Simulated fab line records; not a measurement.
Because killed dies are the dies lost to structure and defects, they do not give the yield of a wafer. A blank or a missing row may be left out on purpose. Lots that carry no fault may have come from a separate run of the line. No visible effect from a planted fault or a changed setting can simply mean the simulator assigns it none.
Code-filled problem report in 8D (eight disciplines) form / flow rit cmos / the parts of the form that need people (team, actions taken, sign-off) are left out

== 1. THE ISSUE ==
At RIT_M1_PROBE_99, killed at front end averages 28.8 over 6 wafers from 2 lots, while fault-free wafers read 7.1, standard deviation 2.7. That is +8.0 standard deviations from the usual mean.
First observed at day 6 01:50: wafer L327.1, on prober-02. Wafers with a number at this step in the record: 9, from 3 lots. By rule, "out" or "out of limits" means more than 4 standard deviations away from the usual mean. Any other wafer with a number is counted as sound.

== 2. WHAT IT IS AND WHAT IT IS NOT ==
question=which readings at this step; is=killed at front end, killed dies; is not=killed_at_M0_to_M3, killed at contacts, killed open, killed short
question=which lots; is=L327, L329; is not=L319
question=which wafers of those lots; is=all that have a number; is not=-
question=read on which tools; is=prober-02; is not=-
question=when; is=from day 6 01:50; is not=up to then (3 sound wafers)

== 3. WHAT RULES OUT EACH SUSPECT ==
Counting: a tool stays on the suspect list if, at a process step up to the reading, it processed all lots that are out and no sound lot following the first of them.
- rie si-02 at RIT_GATE_ETCH_19 (etches poly-Si in SF6/CHF3/O2, stops on SiO2, time 172.7 s, target depth 312.5 nm): kept. All lots that are out passed through it, beginning with L327 at day 5 05:35, and no sound lot followed; its final sound lot before that point was L319 at day 3 12:26.
- prober-02 at RIT_M1_PROBE_99: kept. All lots that are out passed through it, beginning with L327 at day 6 01:50, and no sound lot followed; its final sound lot before that point was L319 at day 4 10:58. On those wafers its own readings are out: killed at front end, killed dies.
What counting leaves: rie si-02 at RIT_GATE_ETCH_19 and prober-02 at RIT_M1_PROBE_99.

== 4. THE CAUSE (what the simulator had put in) ==
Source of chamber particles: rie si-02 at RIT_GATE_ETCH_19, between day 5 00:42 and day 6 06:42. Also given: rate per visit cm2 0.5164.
After counting, 2 suspects remain, this tool included.

== 5. THE EFFECT CHAIN, in route order ==
Each row: a reading whose mean over the struck wafers that have a number lies more than 3 standard deviations from the usual. Only readings whose record carries a usual standard deviation are examined. hours: median over the lots of the time between each lot's start at the first step of this table that gives one and its start at this step. sigmas: the change, counted in usual standard deviations.
hours=0; step=RIT_M1_PROBE_99; reading=killed at front end; usual=7.1; on struck wafers=28.8; change=+21.7; sigmas=+8.0
hours=0; step=RIT_M1_PROBE_99; reading=killed dies; usual=7.2; on struck wafers=28.8; change=+21.6; sigmas=+8.0
hours=0; step=RIT_M1_PROBE_99; reading=killed on rim; usual=1.9; on struck wafers=6.3; change=+4.4; sigmas=+3.7
It contains these process steps:
- RIT_M1_PROBE_99

== 6. WHAT WOULD HAVE CAUGHT IT SOONER ==
First out-of-limits reading in this record: day 6 01:50, which is 25 hours after fault onset at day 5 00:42.
Of the tool readings at RIT_GATE_ETCH_19 for which the record gives a usual standard deviation, none was out on any struck wafer, so an alarm limit of 4 standard deviations on them would not have fired.
The start of RIT_GATE_ETCH_19 on rie si-02 came by day 6 01:50 for every one of the lots that are out (2). Had the tool been put on hold then, not one of them would have been saved.
